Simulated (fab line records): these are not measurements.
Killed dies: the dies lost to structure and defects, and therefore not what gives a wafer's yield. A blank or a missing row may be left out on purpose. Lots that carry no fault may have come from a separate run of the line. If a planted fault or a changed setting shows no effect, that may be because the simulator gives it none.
A lot that was struck, set against a sound lot || flow rit cmos || 22 steps out of a route of 202
Sound: these wafers, L341.1, L341.4, L341.5. Struck: wafers L328.2, L328.3, L328.6. Last of all comes the cause.
Each step with rows lists, per side, the tool, then ch with its chambers, then its first start. Under that, the readings that differ: sound wafers || struck wafers || difference of the means || sigmas: that difference in standard deviations of wafers without a fault.
alike: a reading whose means differ by less than 2 such deviations, as well as words and numbers matching on both sides. not compared: withheld readings; readings where some wafer has no value; bounds like >300 that might hide an equal value; numbers whose values overlap and for which the record gives no deviation.
The two part at a step that has a row with sigmas, a row that says differs or no value, or rows on one side only. When numbers do not overlap yet have no deviation, they are printed without sigmas and do not part them. Lack of a reading on every wafer of one side parts them only where that side has two or more wafers.

first, 2 steps without rows for these wafers: RIT_NSD_HARDBAKE_07 (time 60 s); RIT_NSD_IMPLANT_08.
RIT_NSD_STRIP_09: strips in O2, time 180 s.
  sound on plasma asher-04 ch 0,1, day 7 14:32; struck on plasma asher-04 ch 0,1, day 4 21:41
  alike: drypump motor current A, o2 flow sccm
  not compared: rf hours counter h
RIT_NSD_TW_MEAS_10:
  sound: film metro-04 at day 7 14:42; struck: film metro-03 at day 4 21:52
  alike: NSD_TW
then, 6 steps without rows for these wafers: RIT_PSD_HMDS_00 (prime time 60 s); RIT_PSD_COAT_01 (resist thk 1000 nm); RIT_PSD_SOFTBAKE_02 (time 60 s); RIT_PSD_EXPOSE_03 (exposes mask M10, target cd 40900 nm); RIT_PSD_PEB_04; RIT_PSD_DEVELOP_05 (develop time 50 s).
RIT_PSD_OVL_MEAS_06:
  sound: overlay-02 at day 7 15:37; struck: overlay-01 at day 4 22:47
  alike: PSD_OVL
then, 1 step without rows for these wafers: RIT_PSD_HARDBAKE_07 (time 60 s).
RIT_PSD_IMPLANT_08:
  sound on implanter-04 ch 0, day 7 15:48; struck on implanter-02 ch 0, day 4 23:05
{"reading": "beam energy keV", "sound": "26.999 26.994 27.009", "struck": "30.503 30.498 30.492", "difference": "+3.497", "sigmas": "+99 or more"}
{"reading": "model.implant.rp nm (nm)", "sound": "21.92 21.92 21.92", "struck": "24.04 24.04 24.04", "difference": "+2.12", "sigmas": ""}
{"reading": "model.implant.drp nm (nm)", "sound": "12.05 12.05 12.05", "struck": "13.13 13.13 13.13", "difference": "+1.08", "sigmas": ""}
RIT_PSD_STRIP_09: strips in O2, time 180 s.
  sound on plasma asher-04 ch 0,1, day 7 15:57; struck on plasma asher-04 ch 0, day 4 23:13
  alike: drypump motor current A, o2 flow sccm
  not compared: rf hours counter h
RIT_PSD_TW_MEAS_10:
  sound: film metro-04 at day 7 16:07; struck: film metro-01 at day 4 23:23
{"reading": "PSD_TW", "sound": "3423 3429 3442", "struck": "3537 3525 3504", "difference": "+91", "sigmas": "+4"}
then, 3 steps without rows for these wafers: RIT_SDANNEAL_CLEAN_00 (cleans in SC1, time 600 s); RIT_SDANNEAL_CLEAN_01 (cleans in dHF, time 30 s); RIT_SDANNEAL_CLEAN_02 (cleans in SC2, time 600 s).
RIT_SDANNEAL_RTA_03: time 5 s.
  sound on rtp anneal-02 ch 0, day 7 16:33; struck on rtp anneal-01 ch 0, day 4 23:49
  alike: wafer_temp_C_max
RIT_SDANNEAL_RS_MEAS_04: measurement is done with a four-point probe.
  sound: film metro-03 at day 7 16:37; struck: film metro-01 at day 4 23:53
{"reading": "PSD_RS (ohm/sq)", "sound": "116.2 116.1 116.8", "struck": "108.6 108.6 108.7", "difference": -7.7, "sigmas": -23}
RIT_SDANNEAL_RS_MEAS_05: measurement is done with a four-point probe.
  sound: film metro-03 at day 7 16:44; struck: film metro-01 at day 5 00:01
  alike: NSD_RS
RIT_M1_PROBE_99:
  sound: prober-02 at day 8 00:13; struck: prober-01 at day 5 07:23
{"reading": "killed at front end", "sound": "4 3 4", "struck": "11 12 9", "difference": "+7", "sigmas": "+2"}
{"reading": "killed dies", "sound": "4 3 4", "struck": "11 12 9", "difference": "+7", "sigmas": "+2"}
{"reading": "killed open", "sound": "0 2 3", "struck": "4 9 6", "difference": "+5", "sigmas": "+2"}
{"reading": "model.etest.contact pplus.end ohm um", "sound": "44.61 44.34 43.39", "struck": "39.88 41.45 41.04", "difference": -3.32, "sigmas": ""}
{"reading": "model.etest.diode pplus nwell.bv v (V)", "sound": "6.647 6.658 6.601", "struck": "6.713 6.701 6.778", "difference": "+0.095", "sigmas": ""}
{"reading": "model.etest.vpnp.gain", "sound": "1.054 1.07 1.035", "struck": "1.159 1.159 1.159", "difference": "+0.106", "sigmas": ""}
{"reading": "model.etest.diode pplus nwell.cj ff um2", "sound": "1.693 1.691 1.703", "struck": "1.667 1.672 1.661", "difference": -0.029, "sigmas": ""}
{"reading": "model.etest.diode pplus comb.cj ff um2", "sound": "1.99 1.983 1.992", "struck": "1.964 1.962 1.961", "difference": -0.026, "sigmas": ""}
  alike: killed short

## WHERE THEY PART
First at RIT_PSD_IMPLANT_08; last, within this record, at RIT_M1_PROBE_99.

WHY: whatever the simulator had introduced
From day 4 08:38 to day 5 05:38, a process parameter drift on implanter-02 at RIT_PSD_IMPLANT_08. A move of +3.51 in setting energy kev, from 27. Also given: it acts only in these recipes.
